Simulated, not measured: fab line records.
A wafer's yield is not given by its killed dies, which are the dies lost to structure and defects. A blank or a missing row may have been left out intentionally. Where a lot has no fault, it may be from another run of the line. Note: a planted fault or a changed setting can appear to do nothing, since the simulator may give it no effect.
8D (eight disciplines) problem report, filled in by code / flow berkeley-cmos170 / the parts of the form that need people (team, actions taken, sign-off) are left out

== 1. WHAT IS WRONG ==
Across 2 wafers from 2 lots, SPACER_TEOS_THK at UCB170_SPACER_THK_MEAS_01 averages 253 nm, while fault-free wafers read 375 nm with a standard deviation of 5.1. That is -24 standard deviations from the usual mean.
Seen first at day 11 18:53 on film-metro-03, wafer L552.2. The record holds 42 wafers of 14 lots with a number at this step. Rule for "out" (also "out of limits"): further than 4 standard deviations from the usual mean. All remaining wafers that have a number are taken as sound.

== 2. WHAT IT IS; WHAT IT IS NOT ==
question=which readings at this step | is=SPACER_TEOS_THK | is not=-
question=which lots | is=L549, L552 | is not=L534, L536, L537, L538, L539, L541, L542, L543, L544, L545, L546, L556
question=which wafers of those lots | is=L549.3, L552.2 | is not=L549.2, L549.4, L552.3, L552.4
question=read on which gauges | is=film-metro-03 | is not=film-metro-02, film-metro-04
question=when | is=from day 11 18:53 | is not=up to then (35 sound wafers); but 5 sound wafers of L549, L556 came after

== 3. SUSPECTS, AND WHAT RULES EACH OUT ==
Counting: if a tool at a process step up to the reading ran every lot that is out, it stays a suspect. Sound lots after the first of them don't rule it out here, since some wafers of a struck lot are sound.
- the gauge at UCB170_SPACER_THK_MEAS_01: ruled out. All the wafers that are out were read on film-metro-03, but those of them that UCB170_SPACER_ETCHBACK_03 has rows for are out there too, on other tools.
- pecvd-03 at UCB170_SPACER_CVD_00 (deposits SiO2 from TEOS/O2, target thk 376 nm, time 47 s): kept. Ran every lot that is out, first one L552 (day 11 18:50); last sound lot up to then L545 (day 10 14:22).
- pecvd-03, UCB170_SPACER_CVD_00: wafers that are out in chamber 2, sound lot-mates in chambers 0, 1.
The count leaves pecvd-03 at UCB170_SPACER_CVD_00.

== 4. THE CAUSE (what the simulator had put in) ==
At UCB170_SPACER_CVD_00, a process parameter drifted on pecvd-03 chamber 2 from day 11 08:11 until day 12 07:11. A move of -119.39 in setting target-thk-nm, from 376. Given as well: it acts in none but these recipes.
Only this tool survived the counting.

== 5. THE CHAIN OF EFFECTS, in route order ==
Each row: a reading where the mean over the struck wafers with a number is more than 3 standard deviations away from the usual. Only readings for which the record gives a usual standard deviation are gone through. hours: the time from each lot's start at the first step in this table that gives one to its start at this step, as a median over the lots. sigmas: the change in usual standard deviations.
hours=0; step=UCB170_SPACER_THK_MEAS_01; reading=SPACER_TEOS_THK; usual=375 nm; on struck wafers=253; change=-122; sigmas=-24
hours=5; step=UCB170_SPACER_ETCHBACK_03; reading=oes-product-au; usual=0.899 a.u.; on struck wafers=0.678; change=-0.221; sigmas=-16
Its process steps:
- UCB170_SPACER_ETCHBACK_03: etches SiO2 in CHF3/CF4/Ar, stops on Si, target depth 376 nm, time 100 s.
Later measuring or inspecting steps at which every struck wafer that the step has a row for has a number for every such reading, and none has moved that far: UCB170_M3_CD_MEAS_15.

== 6. WHAT WOULD HAVE CAUGHT IT SOONER ==
Counted from the fault's start at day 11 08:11, it took 11 hours until the first out-of-limits reading at a measuring or inspecting step in this record, taken at day 11 18:53.
Tool readings at UCB170_SPACER_CVD_00 with a usual standard deviation given in the record: none out on any struck wafer, hence no alarm at a limit of 4 standard deviations on them.
Lots out: 2; of these, L549 started UCB170_SPACER_CVD_00 on pecvd-03 after day 11 18:53. Holding the tool at that time would have saved it.
